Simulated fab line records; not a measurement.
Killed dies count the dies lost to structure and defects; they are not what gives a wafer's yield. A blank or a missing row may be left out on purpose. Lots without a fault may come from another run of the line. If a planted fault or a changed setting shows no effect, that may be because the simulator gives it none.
Which tool did it? | flow ritCmos | 14 lots, 42 wafers sampled, at 2 steps of a route of 202

## WHAT THE GAUGES READ, wafer by wafer
RIT_NRETRO_TW_MEAS_10.
lot  | measured    | on           | NRETRO_TW
L985 | day 2 07:37 | filmMetro-01 | 1032 1034 1029
L986 | day 2 13:47 | filmMetro-01 | 1039 1034 1039
L987 | day 2 19:14 | filmMetro-01 | 1043 1033 1034
L988 | day 2 21:25 | filmMetro-03 | 1059 1055 1044
L990 | day 3 09:37 | filmMetro-03 | 1052 1046 1049
L991 | day 3 14:37 | filmMetro-01 | 1028 1022 1027
L992 | day 3 17:59 | filmMetro-03 | 1048 1050 1049
L993 | day 3 23:31 | filmMetro-02 | 1040 1038 1036
L997 | day 4 22:48 | filmMetro-01 | 1032 1032 1036
L100 | day 5 10:59 | filmMetro-02 | 1277 1278 1276
L102 | day 5 21:30 | filmMetro-03 | 1052 1047 1052
L105 | day 6 10:30 | filmMetro-01 | 1260 1243 1256
L106 | day 6 17:21 | filmMetro-01 | 1021 1025 1022
L108 | day 7 03:23 | filmMetro-01 | 1031 1033 1031

## WHAT TOOL EACH LOT RAN ON (gives the tool, then ch and the chambers of the sampled wafers, and finally the start)
lot  | RIT_NRETRO_IMPLANT_08
L985 | implanter-03 ch 0, day 2 07:19
L986 | implanter-04 ch 0, day 2 13:29
L987 | implanter-03 ch 0, day 2 18:55
L988 | implanter-01 ch 0, day 2 21:07
L990 | implanter-01 ch 0, day 3 09:17
L991 | implanter-04 ch 0, day 3 14:18
L992 | implanter-01 ch 0, day 3 17:41
L993 | implanter-04 ch 0, day 3 23:12
L997 | implanter-01 ch 0, day 4 22:29
L100 | implanter-04 ch 0, day 5 10:42
L102 | implanter-03 ch 0, day 5 21:12
L105 | implanter-04 ch 0, day 6 10:13
L106 | implanter-01 ch 0, day 6 17:02
L108 | implanter-01 ch 0, day 7 03:06
- RIT_NRETRO_IMPLANT_08

## AS READ BY THE TOOLS THEMSELVES (means over the sampled wafers that have a number; for cases with no such wafer, the mark the record gives instead)
RIT_NRETRO_IMPLANT_08.
lot  | tool         | doseIonsCm2 | faradayCurrentUA
L985 | implanter-03 | 1.0011e+13  | 31.6
L986 | implanter-04 | 9.9933e+12  | 31.8
L987 | implanter-03 | 9.9947e+12  | 31.6
L988 | implanter-01 | 9.9857e+12  | 32.5
L990 | implanter-01 | 9.9963e+12  | 32.3
L991 | implanter-04 | 9.9890e+12  | 32.5
L992 | implanter-01 | 1.0012e+13  | 32.2
L993 | implanter-04 | 1.0025e+13  | 32.3
L997 | implanter-01 | 9.9997e+12  | 32.0
L100 | implanter-04 | 1.8761e+13  | 59.9
L102 | implanter-03 | 1.0011e+13  | 31.8
L105 | implanter-04 | 1.8753e+13  | 59.8
L106 | implanter-01 | 1.0002e+13  | 31.8
L108 | implanter-01 | 9.9990e+12  | 31.4

## THE ANSWER, worked out from the rows above alone
Rule: the usual values come from the lots themselves. Put in order of their means at a reading, lots are off if they are a third of the lots or fewer, leave a main group of 4 or more, and stand apart from it by a gap of 3 or more times the standard deviation of the main group's means; of several such gaps the widest counts. The tables above print the reading to a certain number of digits; a main group whose means all agree to those digits is not used. A lot without any number at a reading at which 4 lots or more have one is off too. Where the step has rows for the other lots, those lots are counted as sound. The gauges are gone through in route order, then the tools' own readings, and for those a lot's mean is taken as printed above. At the first step where some lot is off, the reading lying furthest off is the one used; lots without a number count as furthest.
Off: at RIT_NRETRO_TW_MEAS_10 (NRETRO_TW), L100, L105. The main group: mean 1038, standard deviation 9.6.
If a tool, at a process step before that reading, ran all the lots that are off and no sound lot after the first of them, it fits. Not tried: the gauges at RIT_NRETRO_TW_MEAS_10; whatever is off there is also off at RIT_NRETRO_IMPLANT_08, on other tools, and gauge error can't account for it. One fits: implanter-04 at RIT_NRETRO_IMPLANT_08. A fault onset in the window from L993 (day 3 23:12, its last sound lot) to L100 (day 5 10:42, its first lot off) fits.
The tool's own readings at RIT_NRETRO_IMPLANT_08 bear it out: on the lots that are off they differ by more than 5 times the standard deviation of the sound lots' means. doseIonsCm2 reads 1.8757e+13 there against 1.0002e+13 on the sound lots; faradayCurrentUA reads 59.8 there against 32.0 on the sound lots.

## WHAT WAS PUT IN BY THE SIMULATOR
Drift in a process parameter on implanter-04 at RIT_NRETRO_IMPLANT_08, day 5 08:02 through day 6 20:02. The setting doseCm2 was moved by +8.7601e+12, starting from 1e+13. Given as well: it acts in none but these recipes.
Lots struck among those shown: L100, L105. The rule given above showed the same thing.
